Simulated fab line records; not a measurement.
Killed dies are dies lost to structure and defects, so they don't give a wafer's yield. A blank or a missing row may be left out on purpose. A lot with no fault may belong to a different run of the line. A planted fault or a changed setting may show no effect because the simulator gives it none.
fab line records | flow berkeleyCmos170
record lots=6 | wafers=18 | lastDay=11
route steps=331 shown NWELL@17
lots with no fault: from the same line, run without faults
startH: hours from the record's first day to the start of the lot's first wafer shown | waitH: hours elapsed since this lot's preceding step | " same as the row above | L1.1+2: a single row standing in for several wafers | - no value, or no start given | * or withheld: withheld | < > ~ a bound
route shown NAME@n: NAME is a module with steps in the file, n the number in the route of the first one | usual: mean/standard deviation of fault-free wafers | same: alike in all rows | chamber/n: place in a boat | sites: the reading at each site | _std_site: the values' standard deviation | _edge_site: inner sites' mean taken away from outer sites' mean | radiusMm: for every site, how far away it sits from the centre of the wafer | mask NAME#n: copy n | behind: tool/chamber where the wafer was last shaped | hold: why the lot was held/for how many hours/how that ended | device: the n, p or np transistor that did not switch | end of line: the route-end tests of the same wafers | a step with no rows: only its recipe | killed: not the wafer's yield, but the dies lost to structure and defects at the first sort | map: the dies of a wafer, with x for killed, . for not killed, _ for no die there
set.NAME: setting as actually run; set.NAME@STEP: the setting as run at that earlier step | model.NAME: the simulator's own value behind a step, which no gauge read
lots at selected steps of the route; one table per step, one row per wafer
services: from which hour (startH, from the record's first day; less than 0 if before it) a tool's chamber was out of use, for how many hours, and why
## steps
# step UCB170_NWELL_ANNEAL_03
# recipe tempC=1000 | timeS=900 | ambient=N2
# step UCB170_NWELL_CVD_04
# recipe material=Si3N4 | targetThkNm=224 | tempC=800 | precursor=SiH2Cl2/NH3 | timeS=3360 | pressureMtorr=200 | sih2cl2FlowSccm=25 | nh3FlowSccm=75
# step UCB170_NWELL_THK_MEAS_05
# recipe reads=Si3N4_of_NWELL_CVD_04
# usual NWELL_NITRIDE_THK=223.7/2.2
lot.wafer | tool         | chamber | startH | waitH | NWELL_NITRIDE_THK[nm]
L967.1    | filmMetro-04 | -       | 29.70  | 0.0   | 227.1
L967.3    | "            | -       | "      | "     | 224.4
L967.4    | "            | -       | "      | "     | 225.5
L970.1    | filmMetro-02 | -       | 46.50  | 0.0   | 222.6
L970.5    | "            | -       | "      | "     | 221.5
L970.6    | "            | -       | "      | "     | 221.7
L971.2    | filmMetro-02 | -       | 54.19  | 0.0   | 225.0
L971.3    | "            | -       | "      | "     | 225.2
L971.6    | "            | -       | "      | "     | 225.3
L980.4    | filmMetro-04 | -       | 98.51  | 0.0   | 219.5
L980.5    | "            | -       | "      | "     | 219.8
L980.6    | "            | -       | "      | "     | 221.1
L984.3    | filmMetro-01 | -       | 121.16 | 0.0   | 222.0
L984.4    | "            | -       | "      | "     | 221.8
L984.6    | "            | -       | "      | "     | 221.2
L986.1    | filmMetro-04 | -       | 126.64 | 0.0   | 222.7
L986.4    | "            | -       | "      | "     | 222.5
L986.5    | "            | -       | "      | "     | 223.7
# step UCB170_NWELL_HMDS_06
# recipe primeTimeS=60 | primeTempC=100
# step UCB170_NWELL_COAT_07
# recipe resist=KrF | spinRpm=1500 | resistThkNm=900
# step UCB170_NWELL_SOFTBAKE_08
# recipe resist=KrF | tempC=130 | timeS=60
# step UCB170_NWELL_EXPOSE_09
# recipe maskId=NWELL | targetCdNm=3000 | na=0.5 | sigmaOuter=0.6 | sourceShape=conventional | doseMj=25
# step UCB170_NWELL_PEB_10
# recipe pebTempC=130 | pebTimeS=withheld | resist=KrF
# step UCB170_NWELL_DEVELOP_11
# recipe developer=TMAH | developTimeS=45 | resist=KrF | devTempC=21
# step UCB170_NWELL_OVL_MEAS_12
# usual NWELL_OVL=-1/5.4
lot.wafer | tool       | chamber | startH | waitH | NWELL_OVL[nm]
L967.1    | overlay-02 | -       | 31.15  | -     | -1
L967.3    | "          | -       | "      | "     | -4
L967.4    | "          | -       | "      | "     | 8
L970.1    | overlay-02 | -       | 47.57  | -     | -8
L970.5    | "          | -       | "      | "     | -3
L970.6    | "          | -       | "      | "     | -7
L971.2    | overlay-02 | -       | 55.41  | -     | -12
L971.3    | "          | -       | "      | "     | -2
L971.6    | "          | -       | "      | "     | -12
L980.4    | overlay-02 | -       | 100.75 | -     | -1
L980.5    | "          | -       | "      | "     | -1
L980.6    | "          | -       | "      | "     | 1
L984.3    | overlay-02 | -       | 123.31 | -     | 3
L984.4    | "          | -       | "      | "     | 2
L984.6    | "          | -       | "      | "     | 2
L986.1    | overlay-02 | -       | 128.10 | -     | 2
L986.4    | "          | -       | "      | "     | 0
L986.5    | "          | -       | "      | "     | 2
# step UCB170_NWELL_ETCH_13
# recipe chemistry=CH3F/Ar/O2 | target=Si3N4 | stopOn=SiO2 | CH3F_flow_sccm=20 | Ar_flow_sccm=50 | O2_flow_sccm=7 | pressureMtorr=50 | rfW=450 | targetDepthA=2464 | overEtchFrac=0.1 | timeS=154
# usual drypumpMotorCurrentA=5.8/0.48 | oesProductAu=0.937/0.018 | throttleValvePct=8.09/0.15
lot.wafer | tool       | chamber | startH | waitH | drypumpMotorCurrentA | oesProductAu | rfHoursCounterH | throttleValvePct
L967.1    | rieDiel-02 | 3       | 31.19  | 0.0   | 5.8                  | 0.944        | 126             | 8.22
L967.3    | "          | 2       | "      | "     | 5.4                  | 0.973        | 118             | 7.81
L967.4    | "          | 1       | "      | "     | 5.4                  | 0.940        | 42              | 8.01
L970.1    | rieDiel-01 | 0       | 47.61  | 0.0   | 5.7                  | 0.916        | 11              | 8.23
L970.5    | "          | 1       | "      | "     | 6.0                  | 0.918        | -               | 8.16
L970.6    | "          | 0       | "      | "     | 5.7                  | 0.916        | -               | 8.23
L971.2    | rieDiel-03 | 1       | 55.44  | 0.0   | 5.8                  | 0.920        | 100             | 8.11
L971.3    | "          | 0       | "      | "     | 6.7                  | 0.926        | 70              | 8.13
L971.6    | "          | 2       | "      | "     | 6.5                  | 0.926        | -               | 8.19
L980.4    | rieDiel-03 | 0       | 100.77 | 0.0   | 6.7                  | 0.911        | 72              | 8.11
L980.5    | "          | 0       | "      | "     | 6.7                  | 0.915        | -               | 8.13
L980.6    | "          | 3       | "      | "     | 5.7                  | 0.941        | -               | 7.97
L984.3    | rieDiel-01 | 0       | 123.33 | 0.0   | 5.7                  | 0.924        | 15              | 8.25
L984.4    | "          | 0       | "      | "     | 5.7                  | 0.921        | -               | 8.25
L984.6    | "          | 2       | "      | "     | 5.1                  | 0.956        | -               | 7.87
L986.1    | rieDiel-01 | 2       | 128.13 | 0.0   | 5.1                  | 0.948        | 15              | 7.85
L986.4    | "          | 0       | "      | "     | 5.7                  | 0.913        | 15              | 8.25
L986.5    | "          | 1       | "      | "     | 6.0                  | 0.951        | -               | 8.15
# step UCB170_NWELL_IMPLANT_14
# recipe species=P | doseCm2=1e+13 | energyKev=150 | tiltDeg=7
# step UCB170_NWELL_STRIP_15
# recipe chemistry=O2 | powerW=400 | pressureMtorr=3500 | platenTempC=withheld | o2FlowSccm=400 | overashFraction=0.5
# usual chamberPressureMTorr=3500/3.5 | drypumpMotorCurrentA=5.57/0.19 | oesProductAu=0.721/0.0042 | stripTimeToEndpointS=18.02/0.069
lot.wafer | tool           | chamber | startH | waitH | chamberPressureMTorr | drypumpMotorCurrentA | oesProductAu | rfHoursCounterH | stripTimeToEndpointS | model.KrF_of_NWELL_COAT_07.thkNm
L967.1    | plasmaAsher-03 | 0       | 31.44  | 0.1   | 3496                 | 5.43                 | 0.722        | 26              | 17.97                | 0
L967.3    | "              | 0       | "      | "     | 3506                 | 5.41                 | 0.716        | -               | 17.97                | 0
L967.4    | "              | 1       | "      | "     | 3504                 | 5.72                 | 0.722        | -               | 18.16                | 0
L970.1    | plasmaAsher-03 | 0       | 47.86  | 0.1   | -                    | -                    | -            | -               | -                    | 725
L970.5    | "              | 1       | "      | "     | -                    | -                    | -            | -               | -                    | 726.1
L970.6    | "              | 0       | "      | "     | -                    | -                    | -            | -               | -                    | 728.2
L971.2    | plasmaAsher-03 | 1       | 55.71  | 0.1   | -                    | -                    | -            | -               | -                    | 723.7
L971.3    | "              | 0       | "      | "     | -                    | -                    | -            | -               | -                    | 722.9
L971.6    | "              | 0       | "      | "     | -                    | -                    | -            | -               | -                    | 725
L980.4    | plasmaAsher-02 | 1       | 101.05 | 0.1   | 3498                 | 5.47                 | 0.729        | -               | 17.99                | 0
L980.5    | "              | 1       | "      | "     | 3504                 | 5.50                 | 0.722        | -               | 18.03                | 0
L980.6    | "              | 0       | "      | "     | 3502                 | 5.55                 | 0.720        | -               | 18.02                | 0
L984.3    | plasmaAsher-02 | 1       | 123.62 | 0.1   | 3496                 | 5.51                 | 0.720        | -               | 18.02                | 0
L984.4    | "              | 0       | "      | "     | 3496                 | 5.55                 | 0.728        | -               | 18.00                | 0
L984.6    | "              | 0       | "      | "     | 3499                 | 5.59                 | 0.718        | -               | 18.01                | 0
L986.1    | plasmaAsher-03 | 0       | 128.39 | 0.1   | 3493                 | 5.44                 | 0.723        | 2               | 18.06                | 0
L986.4    | "              | 1       | "      | "     | 3498                 | 5.69                 | 0.718        | -               | 18.01                | 0
L986.5    | "              | 1       | "      | "     | 3494                 | 5.72                 | 0.722        | -               | 17.95                | 0
# step UCB170_NWELL_TW_MEAS_16
# usual NWELL_TW=1243/12
lot.wafer | tool         | chamber | startH | waitH | NWELL_TW
L967.1    | filmMetro-01 | -       | 31.54  | 0.1   | 1233
L967.3    | "            | -       | "      | "     | 1227
L967.4    | "            | -       | "      | "     | 1234
L970.1    | filmMetro-02 | -       | 47.96  | 0.1   | 1257
L970.5    | "            | -       | "      | "     | 1255
L970.6    | "            | -       | "      | "     | 1260
L971.2    | filmMetro-01 | -       | 55.82  | 0.1   | 1228
L971.3    | "            | -       | "      | "     | 1234
L971.6    | "            | -       | "      | "     | 1236
L980.4    | filmMetro-04 | -       | 101.15 | 0.1   | 1258
L980.5    | "            | -       | "      | "     | 1257
L980.6    | "            | -       | "      | "     | 1253
L984.3    | filmMetro-04 | -       | 123.71 | 0.1   | 1234
L984.4    | "            | -       | "      | "     | 1238
L984.6    | "            | -       | "      | "     | 1240
L986.1    | filmMetro-02 | -       | 128.49 | 0.1   | 1257
L986.4    | "            | -       | "      | "     | 1259
L986.5    | "            | -       | "      | "     | 1259
## services
tool           | chamber | startH | hours | kind
rieDiel-03     | 3       | 37.20  | 25.1  | repair
plasmaAsher-02 | -       | 45.72  | 19.6  | repair
plasmaAsher-02 | -       | 57.71  | 1.2   | repair
rieDiel-01     | 2       | 63.77  | 16.4  | repair
plasmaAsher-03 | -       | 67.77  | 1.9   | repair
rieDiel-01     | 1       | 80.20  | -     | clean
rieDiel-01     | 1       | 80.20  | 23.1  | scheduledDown
rieDiel-01     | 1       | 80.20  | 23.1  | ventCycle
rieDiel-02     | 0       | 85.98  | 9.9   | repair
rieDiel-03     | 0       | 87.82  | 2.1   | repair
rieDiel-03     | -       | 103.99 | 0.5   | repair
plasmaAsher-03 | -       | 108.75 | 9.0   | pm
plasmaAsher-03 | 0       | 108.75 | 9.0   | ventCycle
plasmaAsher-03 | 1       | 108.75 | 9.0   | ventCycle
rieDiel-02     | 0       | 111.70 | 6.0   | repair
rieDiel-01     | 3       | 117.56 | 9.9   | repair
plasmaAsher-03 | 0       | 117.75 | -     | clean
plasmaAsher-03 | 1       | 117.75 | -     | clean
## key
firstSign step=UCB170_NWELL_STRIP_15 | reading=toolRecord | direction=missing
effect none on later readings
modelEffect step=UCB170_NWELL_STRIP_15 | value=KrF_of_NWELL_COAT_07.thkNm | without=0 | struck=725.2
metAt UCB170_NWELL_STRIP_15
struckWafers L970.1,L970.5,L970.6,L971.2,L971.3,L971.6
laterRowsLeftOut L970.1,L970.5,L970.6,L971.2,L971.3,L971.6
sortLeftOut L970.1,L970.5,L970.6,L971.2,L971.3,L971.6
testerLeftOut L970,L971
onsetBetween 31.44 47.86
fault kind=skippedStepWhole | tool=plasmaAsher-03 | chamber=- | onsetH=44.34 | steps=UCB170_NWELL_STRIP_15 | scope=struckLotsOnly
# testerLeftOut: of these lots the tester's yield and bins aren't shown, on N5 and GAA mostly nor the transistor test; their killed dies are dies lost to structure and defects alone, not to doping, threshold or leakage, so they don't give the yield
# sortLeftOut: the simulated sort isn't trusted on such a fault, so these wafers' sort isn't shown, and their yield isn't known
# laterRowsLeftOut: the simulator's readings of these wafers behind a module that went badly wrong aren't trusted and aren't shown, but for the sort
